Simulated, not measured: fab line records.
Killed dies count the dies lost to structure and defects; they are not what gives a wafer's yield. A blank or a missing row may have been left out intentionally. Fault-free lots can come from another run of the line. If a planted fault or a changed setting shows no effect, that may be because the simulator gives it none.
A sampling plan put to the test / flow berkeley cmos170 / one fab line, 16 faults that these records tell of, each judged on the records of the lots that it struck; 10 more are left out, because the records don't allow judging them
The plan consists of the line's own looks: route steps at which the wafer is read by a gauge or an inspection but not changed. A look can be judged if struck wafers have a number there and the file gives its usual mean and standard deviation on fault-free wafers. Caught: at a look after the fault's first step, the mean of the struck wafers lies 4 or more of those standard deviations (sigma) from the usual mean. On the tool: the test repeated on the tool's own readings taken at the fault's steps. It also counts as caught if the struck wafers ran another recipe or if their record alone is blank.

## THE FAULTS, as the simulator had put them in
1. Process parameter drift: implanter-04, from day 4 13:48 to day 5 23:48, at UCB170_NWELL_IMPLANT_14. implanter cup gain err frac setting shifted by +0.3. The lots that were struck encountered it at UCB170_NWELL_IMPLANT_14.
2. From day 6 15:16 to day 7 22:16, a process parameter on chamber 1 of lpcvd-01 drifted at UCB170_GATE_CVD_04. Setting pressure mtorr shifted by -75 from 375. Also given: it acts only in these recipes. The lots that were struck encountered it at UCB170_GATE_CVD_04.
3. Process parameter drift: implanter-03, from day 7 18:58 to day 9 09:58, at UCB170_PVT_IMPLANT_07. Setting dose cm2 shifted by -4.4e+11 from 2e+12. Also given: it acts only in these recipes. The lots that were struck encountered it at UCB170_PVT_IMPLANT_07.
4. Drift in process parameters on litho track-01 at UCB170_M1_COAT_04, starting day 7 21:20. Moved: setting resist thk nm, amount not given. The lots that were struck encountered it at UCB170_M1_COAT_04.
5. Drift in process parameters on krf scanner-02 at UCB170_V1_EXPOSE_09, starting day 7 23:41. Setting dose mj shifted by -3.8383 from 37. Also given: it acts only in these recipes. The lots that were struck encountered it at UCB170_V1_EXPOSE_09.
6. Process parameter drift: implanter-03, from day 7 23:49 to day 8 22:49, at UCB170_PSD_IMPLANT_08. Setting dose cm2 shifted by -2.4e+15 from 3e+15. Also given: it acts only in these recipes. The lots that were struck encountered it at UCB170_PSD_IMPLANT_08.
7. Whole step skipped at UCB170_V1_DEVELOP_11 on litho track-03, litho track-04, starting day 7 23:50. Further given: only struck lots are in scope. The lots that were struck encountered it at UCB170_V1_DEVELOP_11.
8. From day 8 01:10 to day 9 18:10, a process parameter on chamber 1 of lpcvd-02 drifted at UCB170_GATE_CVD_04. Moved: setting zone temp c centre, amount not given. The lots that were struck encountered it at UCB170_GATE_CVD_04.
9. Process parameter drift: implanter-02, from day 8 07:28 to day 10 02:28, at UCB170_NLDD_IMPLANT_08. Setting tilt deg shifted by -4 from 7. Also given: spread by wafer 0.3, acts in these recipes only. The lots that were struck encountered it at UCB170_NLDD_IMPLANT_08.
10. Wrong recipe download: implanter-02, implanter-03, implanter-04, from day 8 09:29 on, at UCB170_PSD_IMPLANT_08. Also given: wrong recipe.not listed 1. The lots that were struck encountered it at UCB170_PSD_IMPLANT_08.
11. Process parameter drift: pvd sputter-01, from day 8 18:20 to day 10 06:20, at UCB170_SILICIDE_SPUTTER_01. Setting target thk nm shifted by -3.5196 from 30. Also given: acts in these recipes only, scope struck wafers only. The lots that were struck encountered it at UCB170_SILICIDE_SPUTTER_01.
12. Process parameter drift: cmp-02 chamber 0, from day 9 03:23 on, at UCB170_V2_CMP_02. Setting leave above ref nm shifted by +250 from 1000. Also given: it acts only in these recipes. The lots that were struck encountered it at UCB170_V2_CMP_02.
13. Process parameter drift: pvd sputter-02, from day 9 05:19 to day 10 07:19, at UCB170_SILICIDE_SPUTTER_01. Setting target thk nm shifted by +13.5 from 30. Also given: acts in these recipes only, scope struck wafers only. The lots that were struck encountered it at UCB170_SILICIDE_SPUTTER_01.
14. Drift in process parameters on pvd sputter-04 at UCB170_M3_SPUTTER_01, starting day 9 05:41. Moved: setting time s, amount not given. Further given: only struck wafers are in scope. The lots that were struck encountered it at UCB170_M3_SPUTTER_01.
15. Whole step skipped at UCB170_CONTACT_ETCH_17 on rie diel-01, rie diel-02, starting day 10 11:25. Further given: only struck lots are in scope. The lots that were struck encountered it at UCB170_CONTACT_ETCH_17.
16. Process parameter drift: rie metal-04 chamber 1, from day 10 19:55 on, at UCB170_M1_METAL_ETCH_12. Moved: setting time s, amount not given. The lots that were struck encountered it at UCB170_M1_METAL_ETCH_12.

## WHAT THE PLAN SAW
fault=1; on the tool itself=faraday current uA +14 sigma; first look that catches it=UCB170_NWELL_TW_MEAS_16; reading, sigma=NWELL_TW -8.8; median hours from its first step to that look=0.2; hours from the fault's start to the first struck lot there=4; judged looks passed uncaught=0
fault=2; on the tool itself=pressure mtorr -99 or beyond sigma; first look that catches it=UCB170_GATE_THK_MEAS_05; reading, sigma=GATE_POLY_THK -9.6; median hours from its first step to that look=1.5; hours from the fault's start to the first struck lot there=11; judged looks passed uncaught=0
fault=3; on the tool itself=dose ions cm2 -99 or beyond sigma; first look that catches it=UCB170_PVT_TW_MEAS_09; reading, sigma=PVT_TW -10; median hours from its first step to that look=0.2; hours from the fault's start to the first struck lot there=1; judged looks passed uncaught=0
fault=4; on the tool itself=under 2 sigma; first look that catches it=UCB170_M1_CD_MEAS_09; reading, sigma=cd nm -13; median hours from its first step to that look=1.4; hours from the fault's start to the first struck lot there=14; judged looks passed uncaught=0
fault=5; on the tool itself=exposure dose mJ cm2 -88 sigma; first look that catches it=UCB170_V1_CD_MEAS_12; reading, sigma=cd nm -14; median hours from its first step to that look=0.5; hours from the fault's start to the first struck lot there=7; judged looks passed uncaught=0
fault=6; on the tool itself=dose ions cm2 -99 or beyond sigma; first look that catches it=UCB170_PSD_TW_MEAS_10; reading, sigma=PSD_TW -58; median hours from its first step to that look=0.2; hours from the fault's start to the first struck lot there=10; judged looks passed uncaught=0
fault=7; on the tool itself=no reading that can be judged; first look that catches it=no look after it can be judged; reading, sigma=-; median hours from its first step to that look=-; hours from the fault's start to the first struck lot there=-; judged looks passed uncaught=0
fault=8; on the tool itself=spike tc centre C +9.7 sigma; first look that catches it=UCB170_GATE_THK_MEAS_05; reading, sigma=GATE_POLY_THK +7.0; median hours from its first step to that look=1.4; hours from the fault's start to the first struck lot there=6; judged looks passed uncaught=0
fault=9; on the tool itself=no reading that can be judged; first look that catches it=UCB170_SDANNEAL_RS_MEAS_05; reading, sigma=NLDD_RS -37; median hours from its first step to that look=11.3; hours from the fault's start to the first struck lot there=16; judged looks passed uncaught=0
fault=10; on the tool itself=no reading that can be judged; first look that catches it=UCB170_PSD_TW_MEAS_10; reading, sigma=PSD_TW +41; median hours from its first step to that look=0.2; hours from the fault's start to the first struck lot there=0; judged looks passed uncaught=0
fault=11; on the tool itself=under 2 sigma; first look that catches it=UCB170_SILICIDE_RS_MEAS_02; reading, sigma=SILICIDE_TI_RS +10; median hours from its first step to that look=0.1; hours from the fault's start to the first struck lot there=5; judged looks passed uncaught=0
fault=12; on the tool itself=under 2 sigma; first look that catches it=UCB170_V2_THK_MEAS_04; reading, sigma=V2_POLISHED_THK +99 or beyond; median hours from its first step to that look=0.4; hours from the fault's start to the first struck lot there=5; judged looks passed uncaught=1
fault=13; on the tool itself=under 2 sigma; first look that catches it=UCB170_SILICIDE_RS_MEAS_02; reading, sigma=SILICIDE_TI_RS -25; median hours from its first step to that look=0.1; hours from the fault's start to the first struck lot there=25; judged looks passed uncaught=0
fault=14; on the tool itself=under 2 sigma; first look that catches it=UCB170_M3_RS_MEAS_02; reading, sigma=M3_AL_RS +9.1; median hours from its first step to that look=0.1; hours from the fault's start to the first struck lot there=5; judged looks passed uncaught=0
fault=15; on the tool itself=the tool's record is blank for the struck wafers; first look that catches it=no look after it can be judged; reading, sigma=-; median hours from its first step to that look=-; hours from the fault's start to the first struck lot there=-; judged looks passed uncaught=0
fault=16; on the tool itself=run length s -99 or beyond sigma; first look that catches it=UCB170_M1_CD_MEAS_90; reading, sigma=cd nm +4.5; median hours from its first step to that look=0.2; hours from the fault's start to the first struck lot there=6; judged looks passed uncaught=0
A dash: the fault is not caught, or the number is missing from these records.

Caught at a look: 14 of 16. Caught on the tool: 8 of 16. By one or the other: 15 of 16.
Caught on the tool alone: fault 15.
Caught at a look alone: faults 4, 9, 10, 11, 12, 13, 14.
Caught by neither: fault 7.

## THINNER SAMPLING
If the look that catches a fault measured only every second or every third lot, by lot number, the first struck lot would be measured this late in the worst case:
fault=1; struck lots at that look, in order of time=L916, L918; every lot=4 h; every second lot=may miss all 2; every third lot=may miss all 2
fault=2; struck lots at that look, in order of time=L101; every lot=11 h; every second lot=may miss it; every third lot=may miss it
fault=3; struck lots at that look, in order of time=L497, L500; every lot=1 h; every second lot=10 h; every third lot=may miss all 2
fault=4; struck lots at that look, in order of time=L998, L999; every lot=14 h; every second lot=22 h; every third lot=may miss all 2
fault=5; struck lots at that look, in order of time=L507, L511; every lot=7 h; every second lot=may miss all 2; every third lot=may miss all 2
fault=6; struck lots at that look, in order of time=L270, L272; every lot=10 h; every second lot=may miss all 2; every third lot=may miss all 2
fault=8; struck lots at that look, in order of time=L413; every lot=6 h; every second lot=may miss it; every third lot=may miss it
fault=9; struck lots at that look, in order of time=L453, L452; every lot=16 h; every second lot=16 h; every third lot=may miss all 2
fault=10; struck lots at that look, in order of time=L796, L797, L798, L799; every lot=0 h; every second lot=0 h; every third lot=10 h
fault=11; struck lots at that look, in order of time=L724; every lot=5 h; every second lot=may miss it; every third lot=may miss it
fault=12; struck lots at that look, in order of time=L949, L951; every lot=5 h; every second lot=may miss all 2; every third lot=may miss all 2
fault=13; struck lots at that look, in order of time=L804; every lot=25 h; every second lot=may miss it; every third lot=may miss it
fault=14; struck lots at that look, in order of time=L615; every lot=5 h; every second lot=may miss it; every third lot=may miss it
fault=16; struck lots at that look, in order of time=L157, L160; every lot=6 h; every second lot=24 h; every third lot=may miss all 2
Hours: fault start to first struck lot measured. 4 sigma limit: tested on the pooled struck wafers, so a lone lot may be under it. Other struck lots may not be in these records.

## THE LONGEST TIMED WAY FROM STEP TO LOOK
In fault 9, a median of 11.3 hours elapses between UCB170_NLDD_IMPLANT_08 and UCB170_SDANNEAL_RS_MEAS_05. No look between them can be judged.
